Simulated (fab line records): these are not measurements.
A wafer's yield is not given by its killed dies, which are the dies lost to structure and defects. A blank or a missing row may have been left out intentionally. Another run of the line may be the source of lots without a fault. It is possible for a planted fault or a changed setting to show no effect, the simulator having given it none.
One fault through the eyes of 2 desks / flow berkeleyCmos170 / what lay behind the numbers comes last; until then each desk has only its own

AT THE TOOL OWNER'S DESK: implanter-04
For each lot that ran on this tool, the mean over its sampled wafers that have a number, from the tool's own readings at UCB170_PLDD_IMPLANT_08. The brackets show how far a lot's mean lies from the usual mean; more than 4 standard deviations puts the lot out of limits, marked OUT.
Columns: A = doseIonsCm2 at UCB170_PLDD_IMPLANT_08, usual 4.999e+13; B = endStationPressureTorr at UCB170_PLDD_IMPLANT_08, usual 5.1e-06 Torr; C = faradayCurrentUA at UCB170_PLDD_IMPLANT_08, usual 159
lot=L600; first seen here=day 6 13:59; A=5.000e+13; B=4.9e-06; C=160
lot=L603; first seen here=day 7 04:11; A=4.998e+13; B=5.2e-06; C=159
lot=L602; first seen here=day 7 11:11; A=4.996e+13; B=5.4e-06; C=159
lot=L608; first seen here=day 8 01:44; A=5.000e+13; B=5.3e-06; C=159
lot=L612; first seen here=day 8 19:20; A=4.493e+13 (-92) OUT; B=4.9e-06; C=144 (-4.7) OUT
lot=L613; first seen here=day 9 03:10; A=4.503e+13 (-90) OUT; B=5.2e-06; C=145 (-4.6) OUT
This desk finds L612, L613 out of limits, L612 being first, at day 8 19:20 (doseIonsCm2 at UCB170_PLDD_IMPLANT_08). Within limits: L600, L603, L602, L608.

AT THE METROLOGY DESK
What the gauges read, lot by lot, whatever tool the lot ran on: means of the sampled wafers that have a number. The brackets show how far a lot's mean lies from the usual mean; more than 4 standard deviations puts the lot out of limits, marked OUT.
Columns: A = PLDD_TW at UCB170_PLDD_TW_MEAS_11, usual 1012; B = PLDD_RS at UCB170_SDANNEAL_RS_MEAS_04, usual 1031.0 ohm/sq; C = cdNm at UCB170_M3_CD_MEAS_90, usual 700 nm
lot=L599; first seen here=day 6 06:25; A=1012; B=1028.4; C=702
lot=L600; first seen here=day 6 14:22; A=1011; B=1029.9; C=698
lot=L603; first seen here=day 7 04:35; A=1019; B=1027.9; C=703
lot=L601; first seen here=day 7 04:53; A=1016; B=1033.8; C=701
lot=L604; first seen here=day 7 10:14; A=1008; B=1033.7; C=698
lot=L602; first seen here=day 7 11:33; A=1010; B=1031.0; C=694
lot=L608; first seen here=day 8 02:07; A=1017; B=1031.0; C=705
lot=L607; first seen here=day 8 02:53; A=1005; B=1030.4; C=694
lot=L606; first seen here=day 8 02:56; A=1009; B=1032.2; C=701
lot=L611; first seen here=day 8 19:11; A=1010; B=1031.6; C=694
lot=L610; first seen here=day 8 19:44; A=1007; B=1029.2; C=705
lot=L612; first seen here=day 8 19:44; A=990 (-4.1) OUT; B=1077.7 (+17) OUT; C=697
lot=L613; first seen here=day 9 03:34; A=995; B=1073.2 (+15) OUT; C=700
lot=L621; first seen here=day 11 08:16; A=1002; B=1032.0; C=707
Finding of this desk: L612, L613 out of limits, first seen on L612 at day 8 19:44 (PLDD_TW at UCB170_PLDD_TW_MEAS_11). Within limits: L599, L600, L603, L601, L604, L602, L608, L607, L606, L611, L610, L621.

BROUGHT TOGETHER
At day 8 19:20, on L612, L613, the tool owner's desk was in a position to raise an alarm.
On L612, L613, the metrology desk was in a position to raise an alarm at day 8 19:44.
All the named lots went through UCB170_PLDD_IMPLANT_08 on implanter-04.

WHAT THE SIMULATOR PUT IN
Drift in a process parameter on implanter-04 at UCB170_PLDD_IMPLANT_08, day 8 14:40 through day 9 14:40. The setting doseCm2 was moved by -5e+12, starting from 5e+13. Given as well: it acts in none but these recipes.
Lots struck among those shown: L612, L613.
Delay (hours) between the fault's onset and each desk's first out-of-limits reading: 5 at the tool owner's desk, 5 at the metrology desk.
